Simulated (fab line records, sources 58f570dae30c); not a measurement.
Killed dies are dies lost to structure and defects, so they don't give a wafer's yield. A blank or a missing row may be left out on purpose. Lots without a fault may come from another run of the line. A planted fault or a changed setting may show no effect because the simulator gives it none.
Problem report in the 8D (eight disciplines) form, filled by code | flow berkeley_cmos170 | the parts of the form that need people (team, actions taken, sign-off) are left out

1. THE PROBLEM
PWELL_TW at UCB170_PWELL_TW_MEAS_17 reads a mean of 391.2 on 6 wafers of 2 lots; wafers without a fault read 380.2 with a standard deviation of 2.3. That is +4.8 standard deviations from the usual mean.
First seen on wafer L167.1, day 4 06:11, on film_metro-04. The record holds 42 wafers of 14 lots with a number at this step. Rule for "out", or "out of limits": more than 4 standard deviations from the usual mean. The other wafers with a number count as sound.

2. WHAT IT IS AND WHAT IT IS NOT
question                    | is                           | is not
which readings at this step | PWELL_TW                     | -
which lots                  | L167, L170                   | L164, L165, L166, L168, L169, L173, L176, L179, L182, L184, L185, L186
which wafers of those lots  | all that have a number       | -
read on which gauges        | film_metro-01, film_metro-04 | film_metro-02
when                        | from day 4 06:11             | up to then (9 sound wafers); but 27 sound wafers of L168, L169, L173, L176, L179, L182, L184, L185, L186 came after

3. SUSPECTS, AND WHAT RULES EACH OUT
Counting: a tool at a process step up to the reading stays a suspect if it ran every lot that is out and no sound lot after the first of them.
- the gauge at UCB170_PWELL_TW_MEAS_17: ruled out. The wafers that are out were read on 2 gauges (film_metro-01, film_metro-04).
- implanter-02 at UCB170_PWELL_IMPLANT_15: ruled out as a lasting fault. Sound lots L185 ran on it after its first lot that is out, L167 (day 4 05:56).
Left after counting: nothing in the record.

4. THE CAUSE (what the simulator had put in)
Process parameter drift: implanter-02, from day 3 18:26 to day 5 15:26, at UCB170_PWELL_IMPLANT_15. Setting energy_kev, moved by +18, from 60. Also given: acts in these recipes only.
Counting ruled it out, wrongly: the rule takes a fault to strike every lot that its tool runs from its start on, and this one did not.

5. THE CHAIN OF EFFECTS, in route order
Each row: a reading whose mean over the struck wafers that have a number lies more than 3 standard deviations from the usual. Only readings for which the record gives a usual standard deviation are gone through. hours: the time from each lot's start at the first step in this table that gives one to its start at this step, as a median over the lots. sigmas: the change in usual standard deviations.
hours | step                    | reading         | usual  | on struck wafers | change  | sigmas
0     | UCB170_PWELL_IMPLANT_15 | beam_energy_keV | 59.995 | 77.996           | +18.001 | +99 or more
0     | UCB170_PWELL_TW_MEAS_17 | PWELL_TW        | 380.2  | 391.2            | +11.0   | +4.8
The process steps in it:
- UCB170_PWELL_IMPLANT_15

6. WHAT WOULD HAVE CAUGHT IT SOONER
In this record the first reading out of limits at a measuring or inspecting step was taken at day 4 06:11, 12 hours after the fault began at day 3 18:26.
The tool's own readings at UCB170_PWELL_IMPLANT_15 were out on every struck wafer that the step has a row for (beam_energy_keV): an alarm limit on them would have fired on the first of those.
